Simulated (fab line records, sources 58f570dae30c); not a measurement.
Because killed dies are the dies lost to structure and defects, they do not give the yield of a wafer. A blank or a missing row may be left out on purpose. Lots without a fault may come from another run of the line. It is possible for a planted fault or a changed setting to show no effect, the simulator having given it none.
Which of the tools did it? | flow berkeley_cmos170 | 14 lots, 42 wafers sampled, at 4 steps of a route of 331

== WHAT THE GAUGES SHOWED, per wafer ==
UCB170_SILICIDE_THK_MEAS_03: measures by xrf. Usual: SILICIDE_TI_THK gives 29.92 nm (standard deviation 0.29).
lot  | measured     | on            | SILICIDE_TI_THK (nm) | flag
L292 | day 8 00:36  | film_metro-02 | 29.66 29.61 29.99    |
L295 | day 8 23:00  | film_metro-01 | 29.75 29.91 29.99    |
L293 | day 8 23:17  | film_metro-04 | 29.74 29.69 29.44    |
L294 | day 8 23:40  | film_metro-01 | 29.88 29.88 29.64    |
L296 | day 9 09:41  | film_metro-01 | 29.71 29.53 29.23    |
L298 | day 9 10:06  | film_metro-01 | 30.60 30.37 30.30    |
L297 | day 9 10:16  | film_metro-02 | 29.91 29.87 30.06    |
L299 | day 9 10:32  | film_metro-01 | 30.42 30.44 30.43    |
L300 | day 10 07:15 | film_metro-02 | 29.90 29.75 29.66    |
L302 | day 10 08:29 | film_metro-02 | 29.86 29.86 29.83    |
L301 | day 10 08:30 | film_metro-01 | 29.74 29.70 29.62    |
L306 | day 11 11:04 | film_metro-01 | 30.03 30.05 29.93    |
L308 | day 11 17:19 | film_metro-04 | 30.50 30.56 30.44    |
L312 | day 12 14:29 | film_metro-01 | 29.90 30.01 29.84    |

UCB170_CONTACT_CD_MEAS_90: target cd 700 nm. Usual: 699.6 nm for cd_nm, sd 1.2.
lot  | measured     | on        | cd_nm (nm)        | flag
L292 | day 8 04:51  | cd_sem-01 | 698.0 699.4 698.6 |
L295 | day 9 03:23  | cd_sem-02 | 699.1 698.4 699.6 |
L293 | day 9 05:07  | cd_sem-02 | 700.8 698.6 700.6 |
L294 | day 9 05:26  | cd_sem-02 | 699.0 701.4 699.0 |
L296 | day 9 14:16  | cd_sem-02 | 699.8 698.3 697.7 |
L298 | day 9 14:49  | cd_sem-02 | 697.5 698.9 698.7 |
L297 | day 9 16:42  | cd_sem-02 | 699.7 700.0 700.7 |
L299 | day 9 17:00  | cd_sem-02 | 698.7 697.5 698.8 |
L300 | day 10 12:14 | cd_sem-02 | 699.6 699.9 699.5 |
L302 | day 10 14:40 | cd_sem-01 | 698.4 700.6 700.3 |
L301 | day 10 14:36 | cd_sem-02 | 700.7 699.2 698.9 |
L306 | day 11 16:02 | cd_sem-02 | 698.9 699.2 700.2 |
L308 | day 11 22:53 | cd_sem-02 | 697.7 698.1 698.1 |
L312 | day 12 19:54 | cd_sem-02 | 703.1 701.5 699.9 |

== EACH LOT AND THE TOOL THAT RAN IT (in order: tool; ch and the chambers of the sampled wafers; start) ==
lot  | UCB170_SDANNEAL_RTA_00           | UCB170_CONTACT_RTA_08
L292 | rtp_anneal-01 ch 0, day 7 23:40  | rtp_anneal-01 ch 0, day 8 03:30
L295 | rtp_anneal-02 ch 0, day 8 22:10  | rtp_anneal-02 ch 0, day 9 01:55
L293 | rtp_anneal-01 ch 0, day 8 22:28  | rtp_anneal-01 ch 0, day 9 03:42
L294 | rtp_anneal-02 ch 0, day 8 22:51  | rtp_anneal-02 ch 0, day 9 03:51
L296 | rtp_anneal-01 ch 0, day 9 08:52  | rtp_anneal-01 ch 0, day 9 12:35
L298 | rtp_anneal-02 ch 0, day 9 09:17  | rtp_anneal-02 ch 0, day 9 13:00
L297 | rtp_anneal-01 ch 0, day 9 09:27  | rtp_anneal-01 ch 0, day 9 14:23
L299 | rtp_anneal-02 ch 0, day 9 09:42  | rtp_anneal-02 ch 0, day 9 14:33
L300 | rtp_anneal-01 ch 0, day 10 06:26 | rtp_anneal-02 ch 0, day 10 10:41
L302 | rtp_anneal-01 ch 0, day 10 07:40 | rtp_anneal-02 ch 0, day 10 12:32
L301 | rtp_anneal-02 ch 0, day 10 07:41 | rtp_anneal-01 ch 0, day 10 12:29
L306 | rtp_anneal-01 ch 0, day 11 10:15 | rtp_anneal-01 ch 0, day 11 14:21
L308 | rtp_anneal-01 ch 0, day 11 16:20 | rtp_anneal-01 ch 0, day 11 20:50
L312 | rtp_anneal-01 ch 0, day 12 13:39 | rtp_anneal-02 ch 0, day 12 18:17
- UCB170_SDANNEAL_RTA_00: time 10 s.
- UCB170_CONTACT_RTA_08: time 10 s.

== WHAT THE TOOLS THEMSELVES READ (means of the sampled wafers that have a number; where no wafer has one, the mark that the record gives instead) ==
UCB170_SDANNEAL_RTA_00. Usual: lamp_power_pct 26.7 %, standard deviation 1.6; wafer_temp_C_max 904.1, standard deviation 0.85.
lot  | tool          | lamp_power_pct (%) | wafer_temp_C_max | flag
L292 | rtp_anneal-01 | 25.3               | 904.1            |
L295 | rtp_anneal-02 | 28.6               | 903.7            |
L293 | rtp_anneal-01 | 25.3               | 904.3            |
L294 | rtp_anneal-02 | 28.6               | 903.6            |
L296 | rtp_anneal-01 | 25.4               | 903.8            |
L298 | rtp_anneal-02 | 28.6               | 903.4            |
L297 | rtp_anneal-01 | 25.3               | 903.6            |
L299 | rtp_anneal-02 | 28.6               | 904.5            |
L300 | rtp_anneal-01 | 25.3               | 904.5            |
L302 | rtp_anneal-01 | 25.3               | 903.5            |
L301 | rtp_anneal-02 | 28.6               | 904.8            |
L306 | rtp_anneal-01 | 25.3               | 904.9            |
L308 | rtp_anneal-01 | 25.3               | 904.2            |
L312 | rtp_anneal-01 | 25.3               | 904.9            |

UCB170_CONTACT_RTA_08. Usual: lamp_power_pct 27.0 %, standard deviation 1.6; wafer_temp_C_max 903.9, standard deviation 0.69.
lot  | tool          | lamp_power_pct (%) | wafer_temp_C_max | flag
L292 | rtp_anneal-01 | 25.3               | 904.1            |
L295 | rtp_anneal-02 | 28.6               | 903.5            |
L293 | rtp_anneal-01 | 25.3               | 904.6            |
L294 | rtp_anneal-02 | 28.6               | 904.0            |
L296 | rtp_anneal-01 | 25.3               | 904.2            |
L298 | rtp_anneal-02 | 28.6               | 903.3            |
L297 | rtp_anneal-01 | 25.3               | 903.3            |
L299 | rtp_anneal-02 | 28.6               | 903.8            |
L300 | rtp_anneal-02 | 28.6               | 903.3            |
L302 | rtp_anneal-02 | 28.6               | 903.8            |
L301 | rtp_anneal-01 | 25.4               | 904.4            |
L306 | rtp_anneal-01 | 26.8               | 924.5            | OFF
L308 | rtp_anneal-01 | 26.8               | 924.2            | OFF
L312 | rtp_anneal-02 | 28.6               | 903.9            |

== THE ANSWER, worked out from the rows above alone ==
Rule: lot off if the mean of its wafers having a number is beyond 3 standard deviations from the usual mean. A lot without any number at a reading at which 4 lots or more have one is off too. All remaining lots with rows at the step are treated as sound. After the gauges, taken in route order, come the tools' own readings; for these a lot's mean is taken, as printed above. At the first step where some lot is off, the reading lying furthest off is the one used; lots without a number count as furthest.
Off: L306, L308 (UCB170_CONTACT_RTA_08, wafer_temp_C_max).
If a tool, at that step or one of the process steps before it, ran each lot that is off and ran no sound lot following the first of them, it fits. One candidate fits, namely rtp_anneal-01 at UCB170_CONTACT_RTA_08. Its last sound lot is L301 (day 10 12:29), its first lot that is off L306 (day 11 14:21): a fault that began between those two fits.
The tool's own readings at UCB170_CONTACT_RTA_08 bear it out: on the lots that are off they differ by more than 5 times the standard deviation of the sound lots' means. wafer_temp_C_max reads 924.4 there against 903.9 on the sound lots.

== WHAT WAS PUT IN BY THE SIMULATOR ==
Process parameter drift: rtp_anneal-01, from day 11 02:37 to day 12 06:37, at UCB170_CONTACT_RTA_08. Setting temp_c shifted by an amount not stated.
Struck lots among those shown: L306, L308. The same result came from the rule above.
